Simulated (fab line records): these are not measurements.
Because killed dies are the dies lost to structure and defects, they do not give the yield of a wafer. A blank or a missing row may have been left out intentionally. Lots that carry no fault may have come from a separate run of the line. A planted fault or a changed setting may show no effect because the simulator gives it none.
Which of the tools did it? | flow berkeley_cmos170 | 45 wafers from 15 lots sampled at 7 of the route's 331 steps

WHAT THE GAUGES SHOWED, per wafer
UCB170_GATE_CD_MEAS_90 targets a cd of 350 nm. Usual: 349.8 nm for cd_nm, sd 1.4.
lot  | measured     | on        | cd_nm (nm)        | flag
L633 | day 6 16:46  | cd_sem-02 | 350.0 349.1 348.9 |
L634 | day 6 17:04  | cd_sem-02 | 348.7 348.4 348.5 |
L635 | day 6 22:55  | cd_sem-01 | 350.6 350.5 350.0 |
L637 | day 7 10:47  | cd_sem-01 | 346.9 348.6 348.5 |
L639 | day 7 20:50  | cd_sem-02 | 349.5 349.8 350.2 |
L642 | day 8 12:56  | cd_sem-02 | 350.1 349.5 351.0 |
L643 | day 8 13:13  | cd_sem-02 | 351.0 350.8 350.6 |
L646 | day 9 06:19  | cd_sem-02 | 350.3 351.4 351.5 |
L647 | day 9 18:33  | cd_sem-01 | 349.2 349.6 348.9 |
L648 | day 9 18:47  | cd_sem-02 | 352.4 353.1 352.6 |
L649 | day 9 19:00  | cd_sem-01 | 349.3 348.1 348.4 |
L652 | day 10 09:34 | cd_sem-02 | 348.6 347.8 347.2 |
L655 | day 10 21:08 | cd_sem-01 | 349.8 348.8 347.7 |
L654 | day 10 21:23 | cd_sem-01 | 352.1 350.2 350.3 |
L656 | day 11 02:25 | cd_sem-02 | 350.1 351.4 350.9 |

UCB170_PSD_TW_MEAS_10. Usual: for PSD_TW the level is 2320 and the standard deviation is 12.
lot  | measured     | on            | PSD_TW                        | flag
L633 | day 7 01:23  | film_metro-01 | 2327 2320 2343                |
L634 | day 7 01:37  | film_metro-03 | 2324 2330 2333                |
L635 | day 7 08:50  | film_metro-02 | 2320 2327 2328                |
L637 | day 7 21:23  | film_metro-03 | 2857 2854 2864 2859 2864 2838 | OFF
L639 | day 8 09:52  | film_metro-01 | 2340 2343 2334                |
L642 | day 9 00:45  | film_metro-02 | 2833 2841 2843 2838 2831 2842 | OFF
L643 | day 9 01:01  | film_metro-03 | 2830 2845 2843 2847 2841 2829 | OFF
L646 | day 9 19:04  | film_metro-03 | 2331 2318 2320                |
L647 | day 10 06:59 | film_metro-02 | 2313 2301 2313                |
L648 | day 10 06:38 | film_metro-03 | 2304 2311 2302                |
L649 | day 10 06:55 | film_metro-01 | 2330 2342 2334                |
L652 | day 10 20:59 | film_metro-02 | 2291 2298 2308                |
L655 | day 11 06:10 | film_metro-02 | 2314 2314 2312                |
L654 | day 11 06:52 | film_metro-02 | 2324 2325 2328                |
L656 | day 11 13:04 | film_metro-03 | 2330 2321 2317                |

UCB170_NSD_CD_MEAS_06 targets a cd of 1200 nm. Usual: 1200.2 nm for cd_nm, sd 1.4.
lot  | measured     | on        | cd_nm (nm)           | flag
L633 | day 7 02:31  | cd_sem-02 | 1201.0 1200.9 1200.7 |
L634 | day 7 02:49  | cd_sem-01 | 1200.0 1200.3 1200.1 |
L635 | day 7 10:31  | cd_sem-01 | 1202.7 1200.0 1201.8 |
L639 | day 8 11:20  | cd_sem-01 | 1203.2 1201.9 1201.3 |
L642 | day 9 06:52  | cd_sem-02 | 1198.8 1199.4 1198.4 |
L643 | day 9 10:08  | cd_sem-02 | 1199.6 1197.5 1199.6 |
L646 | day 9 21:14  | cd_sem-01 | 1199.8 1201.1 1200.1 |
L647 | day 10 09:22 | cd_sem-02 | 1200.7 1202.6 1200.7 |
L648 | day 10 08:49 | cd_sem-01 | 1197.7 1199.6 1199.7 |
L649 | day 10 09:06 | cd_sem-02 | 1198.6 1198.4 1199.9 |
L652 | day 10 22:47 | cd_sem-02 | 1201.1 1200.6 1202.7 |
L655 | day 11 08:05 | cd_sem-02 | 1198.3 1198.7 1198.5 |
L654 | day 11 08:58 | cd_sem-01 | 1199.0 1199.3 1199.1 |
L656 | day 11 14:35 | cd_sem-01 | 1202.6 1201.4 1200.6 |

UCB170_SDANNEAL_RS_MEAS_02: the measuring method here is four-point-probe. Usual: for PSD_RS the level is 75.47 ohm/sq and the standard deviation is 0.26.
lot  | measured     | on            | PSD_RS (ohm/sq)                     | flag
L633 | day 7 04:02  | film_metro-03 | 75.47 75.59 75.83                   |
L634 | day 7 04:21  | film_metro-02 | 75.40 75.24 75.25                   |
L635 | day 7 12:13  | film_metro-01 | 75.45 76.19 75.77                   |
L639 | day 8 12:52  | film_metro-01 | 75.42 75.46 75.55                   |
L642 | day 9 08:35  | film_metro-02 | 53.43 53.38 53.40 53.42 53.28 53.44 | OFF
L643 | day 9 14:49  | film_metro-03 | 53.64 53.62 53.64 53.67 53.69 53.77 | OFF
L646 | day 9 22:49  | film_metro-01 | 75.29 75.26 75.73                   |
L647 | day 10 11:16 | film_metro-03 | 75.23 75.20 75.21                   |
L648 | day 10 11:07 | film_metro-02 | 75.67 75.40 75.32                   |
L649 | day 10 11:07 | film_metro-01 | 75.85 75.62 75.65                   |
L652 | day 11 00:26 | film_metro-03 | 75.73 75.53 75.29                   |
L655 | day 11 09:57 | film_metro-03 | 75.67 75.72 76.09                   |
L654 | day 11 10:31 | film_metro-01 | 74.95 75.06 75.17                   |
L656 | day 11 16:07 | film_metro-03 | 75.23 75.22 75.29                   |

EACH LOT AND THE TOOL THAT RAN IT (in order: tool; ch and the chambers of the sampled wafers; start)
lot  | UCB170_GATE_ETCH_14                | UCB170_PSD_IMPLANT_08           | UCB170_PSD_STRIP_09
L633 | rie_diel-01 ch 1,3, day 6 16:34    | implanter-01 ch 0, day 7 01:09  | plasma_asher-01 ch 0,1, day 7 01:17
L634 | rie_diel-04 ch 0,1,3, day 6 16:52  | implanter-02 ch 0, day 7 01:22  | plasma_asher-03 ch 0, day 7 01:31
L635 | rie_diel-04 ch 0,2,3, day 6 22:42  | implanter-01 ch 0, day 7 08:35  | plasma_asher-01 ch 0, day 7 08:43
L637 | rie_diel-01 ch 0,1, day 7 10:25    | implanter-03 ch 0, day 7 20:51  | plasma_asher-04 ch 0,1, day 7 21:18
L639 | rie_diel-03 ch 1,2,3, day 7 20:39  | implanter-03 ch 0, day 8 09:37  | plasma_asher-04 ch 0,1, day 8 09:46
L642 | rie_diel-04 ch 1,3, day 8 12:43    | implanter-03 ch 0, day 9 00:13  | plasma_asher-01 ch 0,1, day 9 00:40
L643 | rie_diel-03 ch 0,1,2, day 8 13:02  | implanter-01 ch 0, day 9 00:26  | plasma_asher-04 ch 0,1, day 9 00:55
L646 | rie_diel-04 ch 1,2,3, day 9 06:08  | implanter-02 ch 0, day 9 18:49  | plasma_asher-04 ch 0,1, day 9 18:58
L647 | rie_diel-04 ch 0,1,3, day 9 18:11  | implanter-02 ch 0, day 10 06:45 | plasma_asher-03 ch 0,1, day 10 06:53
L648 | rie_diel-03 ch 0,2,3, day 9 18:34  | implanter-03 ch 0, day 10 06:23 | plasma_asher-01 ch 0,1, day 10 06:32
L649 | rie_diel-04 ch 0,2,3, day 9 18:49  | implanter-01 ch 0, day 10 06:40 | plasma_asher-04 ch 0,1, day 10 06:49
L652 | rie_diel-01 ch 0,2,3, day 10 09:23 | implanter-02 ch 0, day 10 20:44 | plasma_asher-03 ch 0,1, day 10 20:53
L655 | rie_diel-03 ch 2,3, day 10 20:56   | implanter-01 ch 0, day 11 05:55 | plasma_asher-04 ch 0,1, day 11 06:03
L654 | rie_diel-01 ch 0,1, day 10 21:12   | implanter-02 ch 0, day 11 06:37 | plasma_asher-03 ch 0,1, day 11 06:46
L656 | rie_diel-04 ch 0,1,3, day 11 02:12 | implanter-03 ch 0, day 11 12:49 | plasma_asher-03 ch 0, day 11 12:57
- UCB170_GATE_ETCH_14: etches BARC in N2/H2.
- UCB170_PSD_IMPLANT_08
- UCB170_PSD_STRIP_09: strips in O2.

WHAT THE TOOLS THEMSELVES READ (means of the sampled wafers that have a number; where no wafer has one, the mark that the record gives instead)
UCB170_GATE_ETCH_14. Usual: drypump_motor_current_A 5.5 A, standard deviation 0.44; h2_flow_sccm 200.0 sccm, standard deviation 0.62; oes_product_au 0.995 a.u., standard deviation 0.018; throttle_valve_pct 13.33 %, standard deviation 0.16.
lot  | tool        | drypump_motor_current_A (A) | h2_flow_sccm (sccm) | oes_product_au (a.u.) | throttle_valve_pct (%) | flag
L633 | rie_diel-01 | 5.3                         | 200.1               | 0.992                 | 13.18                  |
L634 | rie_diel-04 | 5.2                         | 200.5               | 0.984                 | 13.39                  |
L635 | rie_diel-04 | 5.7                         | 199.5               | 0.985                 | 13.42                  |
L637 | rie_diel-01 | 5.7                         | 199.9               | 0.994                 | 13.01                  |
L639 | rie_diel-03 | 5.5                         | 200.3               | 1.014                 | 13.41                  |
L642 | rie_diel-04 | 5.3                         | 199.8               | 0.975                 | 13.39                  |
L643 | rie_diel-03 | 5.7                         | 199.6               | 1.002                 | 13.36                  |
L646 | rie_diel-04 | 5.7                         | 200.1               | 0.989                 | 13.43                  |
L647 | rie_diel-04 | 5.2                         | 200.9               | 0.984                 | 13.41                  |
L648 | rie_diel-03 | 5.3                         | 199.8               | 1.010                 | 13.33                  |
L649 | rie_diel-04 | 5.7                         | 199.3               | 0.996                 | 13.43                  |
L652 | rie_diel-01 | 5.7                         | 199.2               | 0.997                 | 13.27                  |
L655 | rie_diel-03 | 5.3                         | 199.8               | 1.000                 | 13.46                  |
L654 | rie_diel-01 | 5.7                         | 199.7               | 0.991                 | 13.02                  |
L656 | rie_diel-04 | 5.2                         | 199.5               | 0.976                 | 13.39                  |

UCB170_PSD_IMPLANT_08. Usual: tilt_deg 7.003 degrees, standard deviation 0.022.
lot  | tool         | tilt_deg (degrees) | flag
L633 | implanter-01 | 6.992              |
L634 | implanter-02 | 6.967              |
L635 | implanter-01 | 6.990              |
L637 | implanter-03 | 7.030              |
L639 | implanter-03 | 7.025              |
L642 | implanter-03 | 7.002              |
L643 | implanter-01 | 6.993              |
L646 | implanter-02 | 7.011              |
L647 | implanter-02 | 6.992              |
L648 | implanter-03 | 7.002              |
L649 | implanter-01 | 6.979              |
L652 | implanter-02 | 7.002              |
L655 | implanter-01 | 6.997              |
L654 | implanter-02 | 7.007              |
L656 | implanter-03 | 7.002              |

UCB170_PSD_STRIP_09. Usual: drypump_motor_current_A 5.6 A, standard deviation 0.43; oes_product_au 0.600 a.u., standard deviation 0.0042; strip_time_to_endpoint_s 29.44 s, standard deviation 0.076.
lot  | tool            | drypump_motor_current_A (A) | oes_product_au (a.u.) | strip_time_to_endpoint_s (s) | flag
L633 | plasma_asher-01 | 5.5                         | 0.598                 | 29.42                        |
L634 | plasma_asher-03 | 5.7                         | 0.600                 | 29.42                        |
L635 | plasma_asher-01 | 5.1                         | 0.599                 | 29.36                        |
L637 | plasma_asher-04 | 5.3                         | 0.519                 | 37.67                        | OFF
L639 | plasma_asher-04 | 5.3                         | 0.600                 | 29.41                        |
L642 | plasma_asher-01 | 5.5                         | 0.519                 | 37.70                        | OFF
L643 | plasma_asher-04 | 5.4                         | 0.517                 | 37.66                        | OFF
L646 | plasma_asher-04 | 5.3                         | 0.598                 | 29.51                        |
L647 | plasma_asher-03 | 5.8                         | 0.601                 | 29.44                        |
L648 | plasma_asher-01 | 5.5                         | 0.596                 | 29.38                        |
L649 | plasma_asher-04 | 5.3                         | 0.606                 | 29.51                        |
L652 | plasma_asher-03 | 5.8                         | 0.603                 | 29.55                        |
L655 | plasma_asher-04 | 5.4                         | 0.600                 | 29.28                        |
L654 | plasma_asher-03 | 5.8                         | 0.603                 | 29.48                        |
L656 | plasma_asher-03 | 5.7                         | 0.601                 | 29.47                        |

THE ANSWER, worked out from the rows above alone
Rule: a lot counts as off when the mean over its wafers that have a number is more than 3 standard deviations away from the usual mean. Also off: a lot with no number at a reading for which 4 or more lots have one. Where the step has rows for the other lots, those lots are counted as sound. The gauges are gone through in route order, then the tools' own readings, and for those a lot's mean is taken as printed above. At the first step where some lot is off, the reading lying furthest off is the one used; lots without a number count as furthest.
Off: at UCB170_PSD_TW_MEAS_10 (PSD_TW), L637, L642, L643.
A tool fits if, at a process step before that reading, it ran every lot that is off, and no sound lot after the first of them. The gauges at UCB170_PSD_TW_MEAS_10 aren't tried: what is off there is off at UCB170_PSD_STRIP_09 too, on other tools, and a gauge's error can't cause that. Of those tried, none fits.

WHAT HAD BEEN PUT IN BY THE SIMULATOR
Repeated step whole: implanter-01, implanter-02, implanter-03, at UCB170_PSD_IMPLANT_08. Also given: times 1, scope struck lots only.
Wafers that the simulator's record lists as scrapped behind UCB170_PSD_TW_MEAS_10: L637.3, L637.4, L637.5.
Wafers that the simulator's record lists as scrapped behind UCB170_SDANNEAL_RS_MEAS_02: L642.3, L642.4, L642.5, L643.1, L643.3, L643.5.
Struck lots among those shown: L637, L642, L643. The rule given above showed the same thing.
